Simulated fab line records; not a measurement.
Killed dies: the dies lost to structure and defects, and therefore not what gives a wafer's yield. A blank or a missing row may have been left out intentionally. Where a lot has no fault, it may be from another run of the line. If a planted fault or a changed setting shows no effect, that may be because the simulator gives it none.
Struck lot and sound lot, side by side / flow rit-cmos / 43 steps out of a route of 202
Sound: wafers L879.2, L879.3, L879.5. Struck: wafers L891.1, L891.4 (left out: L891.5, a lot-mate that was not struck); the cause follows at the end.
Each step with rows lists, per side, the tool, then ch with its chambers, then its first start. Under that, the readings that differ: sound wafers / struck wafers / difference of the means / sigmas: that difference in standard deviations of wafers without a fault.
alike: readings with means less than 2 such deviations apart, plus words and numbers identical on both sides. not compared: withheld readings, readings lacking a value on some wafer, bounds such as >300 that could conceal the same value, and numbers that have no deviation in the record and whose values overlap.
Wherever a step has rows on one side only, a row that says differs or no value, or a row with sigmas, the two part there. Numbers that don't overlap but have no deviation are shown without sigmas and don't part them. A reading missing from all wafers of one side parts the sides only when that side holds two or more wafers.

RIT_SDANNEAL_RTA_03: time 5 s.
  sound on rtp-anneal-02 ch 0, day 3 13:50; struck on rtp-anneal-02 ch 0, day 6 03:13
  alike: wafer_temp_C_max
RIT_SDANNEAL_RS_MEAS_04: measures by four-point-probe.
  struck on film-metro-04, day 6 03:17; sound on film-metro-01, day 3 13:54
reading=PSD_RS (ohm/sq); sound=116.19 115.83 115.75; struck=116.49 116.70; difference=+0.67; sigmas=+2
RIT_SDANNEAL_RS_MEAS_05: measures by four-point-probe.
  struck on film-metro-04, day 6 03:24; sound on film-metro-01, day 3 14:01
reading=NSD_RS (ohm/sq); sound=85.31 85.68 85.26; struck=85.95 86.34; difference=+0.73; sigmas=+2
RIT_SDANNEAL_RS_MEAS_06: measures by four-point-probe.
  struck on film-metro-04, day 6 03:31; sound on film-metro-01, day 3 14:08
reading=PLDD_RS (ohm/sq); sound=178.4 178.1 177.9; struck=178.6 179.4; difference=+0.9; sigmas=+2
RIT_SDANNEAL_RS_MEAS_07: measures by four-point-probe.
  struck on film-metro-04, day 6 03:38; sound on film-metro-01, day 3 14:16
  alike: NLDD_RS
then, 2 steps without rows for these wafers: RIT_SILICIDE_WET_ETCH_00 (etches SiO2 in BOE, target depth 14 nm, time 15 s); RIT_SILICIDE_SPUTTER_01 (material Ti, target thk 30 nm, time 240 s).
RIT_SILICIDE_RS_MEAS_02: measures by four-point-probe.
  struck on film-metro-03, day 6 03:55; sound on film-metro-02, day 3 14:32
  alike: SILICIDE_TI_RS
RIT_SILICIDE_THK_MEAS_03: measures by xrf.
  struck on film-metro-03, day 6 04:02; sound on film-metro-02, day 3 14:39
  alike: SILICIDE_TI_THK
RIT_SILICIDE_RTA_04: time 10 s, ramp up 5 s, ramp down 5 s.
  sound on rtp-anneal-01 ch 0, day 3 14:43; struck on rtp-anneal-01 ch 0, day 6 04:06
  alike: wafer_temp_C_max
then, 1 step without rows for these wafers: RIT_SILICIDE_WET_ETCH_05 (etches Ti in SPM, time 120 s).
RIT_SILICIDE_RTA_06: time 10 s, ramp up 5 s, ramp down 10 s.
  sound on rtp-anneal-02 ch 0, day 3 14:50; struck on rtp-anneal-02 ch 0, day 6 04:13
  alike: wafer_temp_C_max
RIT_CONTACT_CVD_00: deposits SiO2 from TEOS, target thk 400 nm, time 62.48 s.
  sound on pecvd-04 ch 0,1,2, day 3 14:53; struck on pecvd-04 ch 0, day 6 04:17
reading=model.SiO2_of_CONTACT_CVD_00.thk-nm (nm); sound=413.2 410.2 410.1; struck=327.9 335.1; difference=-79.7; sigmas=
  alike: heater-power-w
RIT_CONTACT_THK_MEAS_01:
  struck on film-metro-02, day 6 04:20; sound on film-metro-04, day 3 14:56
reading=CONTACT_TEOS_THK (nm); sound=413 410 410; struck=328 335; difference=-80; sigmas=-16
then, 6 steps without rows for these wafers: RIT_CONTACT_HMDS_02 (prime time 60 s); RIT_CONTACT_COAT_03 (resist thk 1000 nm); RIT_CONTACT_SOFTBAKE_04 (time 60 s); RIT_CONTACT_EXPOSE_05 (exposes mask M11, target cd 1000 nm); RIT_CONTACT_PEB_06; RIT_CONTACT_DEVELOP_07 (develop time 120 s).
RIT_CONTACT_CD_MEAS_08: the cd target is 1000 nm.
  struck on cd-sem-02, day 6 05:29; sound on cd-sem-02, day 3 16:07
  alike: cd-nm
RIT_CONTACT_OVL_MEAS_09:
  struck on overlay-02, day 6 05:36; sound on overlay-02, day 3 16:13
  alike: CONTACT_OVL
then, 1 step without rows for these wafers: RIT_CONTACT_HARDBAKE_10 (time 60 s).
RIT_CONTACT_ETCH_11: etches SiO2 in CHF3/CF4/Ar, stops on TiSi2, target depth 480 nm, time 320 s.
  sound on rie-diel-01 ch 0,2,3, day 3 16:23; struck on rie-diel-03 ch 1,3, day 6 05:47
reading=model.CONTACT.feature-depth-nm (nm); sound=413.2 410.2 410.1; struck=327.9 335.1; difference=-79.7; sigmas=
reading=model.etch.depth-nm (nm); sound=413.2 410.2 410.1; struck=327.9 335.1; difference=-79.7; sigmas=
  alike: drypump-motor-current-A, mfc-ar-sccm, oes-product-au, throttle-valve-pct
  not compared: rf-hours-counter-h
RIT_CONTACT_STRIP_12: strips in O2, time 180 s.
  sound on plasma-asher-04 ch 0,1, day 3 16:35; struck on plasma-asher-01 ch 0,1, day 6 05:59
  alike: drypump-motor-current-A
  not compared: rf-hours-counter-h
RIT_CONTACT_CD_MEAS_90: the cd target is 1000 nm.
  struck on cd-sem-02, day 6 06:09; sound on cd-sem-02, day 3 16:47
  alike: cd-nm
then, 2 steps without rows for these wafers: RIT_CONTACT_CLEAN_13 (cleans in SC1, time 600 s); RIT_CONTACT_CLEAN_14 (cleans in SC2, time 600 s).
RIT_M1_SPUTTER_00: material Al, target thk 400 nm, time 500 s.
  struck on pvd-sputter-02, day 6 06:38; sound on pvd-sputter-02, day 3 17:14
  alike: throttle-valve-pct
RIT_M1_RS_MEAS_01: measures by four-point-probe.
  struck on film-metro-02, day 6 06:56; sound on film-metro-01, day 3 17:32
  alike: M1_AL_RS
RIT_M1_THK_MEAS_02: measures by xrf.
  struck on film-metro-02, day 6 07:03; sound on film-metro-01, day 3 17:39
  alike: M1_AL_THK
then, 6 steps without rows for these wafers: RIT_M1_HMDS_03 (prime time 60 s); RIT_M1_COAT_04 (resist thk 1300 nm); RIT_M1_SOFTBAKE_05 (time 60 s); RIT_M1_EXPOSE_06 (exposes mask M12, target cd 2600 nm); RIT_M1_PEB_07; RIT_M1_DEVELOP_08 (develop time 68 s).
RIT_M1_CD_MEAS_09: the cd target is 2600 nm.
  struck on cd-sem-02, day 6 07:59; sound on cd-sem-01, day 3 18:36
  alike: cd-nm
RIT_M1_OVL_MEAS_10:
  struck on overlay-02, day 6 08:07; sound on overlay-02, day 3 18:43
  alike: M1_OVL
then, 1 step without rows for these wafers: RIT_M1_HARDBAKE_11 (time 120 s).
RIT_M1_METAL_ETCH_12: etches Al in Cl2/BCl3, stops on SiO2, time 165 s, target depth 600 nm.
  sound on rie-metal-02 ch 0,1, day 3 18:59; struck on rie-metal-02 ch 1, day 6 08:24
reading=model.SiO2_of_CONTACT_CVD_00.thk-nm (nm); sound=377.7 374.7 374; struck=291.6 298.9; difference=-80.2; sigmas=
  alike: drypump-motor-current-A, mfc-cl2-sccm, oes-product-au, throttle-valve-pct
  not compared: rf-hours-counter-h
then, 1 step without rows for these wafers: RIT_M1_STRIP_13 (strips in nmp, time 600 s).
RIT_M1_PROBE_99:
  struck on prober-02, day 6 10:39; sound on prober-02, day 3 21:19
reading=model.etest.field-p-metal.vt-v (V); sound=-29.56 -29.57 -29.17; struck=-24.73 -25.73; difference=+4.20; sigmas=
reading=model.etest.nmos_0p15.junction-log10-a-um; sound=-13.43 -13.72 -13.66; struck=-12.84 -13.22; difference=+0.57; sigmas=
reading=model.etest.nmos-narrow.off-log10-a-um; sound=-13.1 -13.19 -13.19; struck=-12.83 -13; difference=+0.25; sigmas=
reading=model.etest.nmos_0p3.off-log10-a-um; sound=-13.01 -13.12 -13.1; struck=-12.7 -12.97; difference=+0.2; sigmas=
reading=model.etest.gate-end-array.leak-log10-a-um; sound=-12.88 -12.82 -12.94; struck=-12.57 -12.79; difference=+0.20; sigmas=
reading=model.etest.antenna-contact.vt-shift-v (V); sound=-0.009725 -0.01657 -0.01614; struck=-0.02688 -0.0224; difference=-0.01050; sigmas=
  alike: killed-at-contacts, killed-at-front-end, killed-dies, killed-open, killed-short

## WHERE THEY PART
First at RIT_SDANNEAL_RS_MEAS_04; last, within this record, at RIT_CONTACT_THK_MEAS_01. Later steps at which nothing parts them and some readings are alike: RIT_CONTACT_CD_MEAS_08, RIT_CONTACT_OVL_MEAS_09, RIT_CONTACT_ETCH_11, RIT_CONTACT_STRIP_12, RIT_CONTACT_CD_MEAS_90, RIT_M1_SPUTTER_00, RIT_M1_RS_MEAS_01, RIT_M1_THK_MEAS_02, RIT_M1_CD_MEAS_09, RIT_M1_OVL_MEAS_10, RIT_M1_METAL_ETCH_12, RIT_M1_PROBE_99.

WHY: whatever the simulator had introduced
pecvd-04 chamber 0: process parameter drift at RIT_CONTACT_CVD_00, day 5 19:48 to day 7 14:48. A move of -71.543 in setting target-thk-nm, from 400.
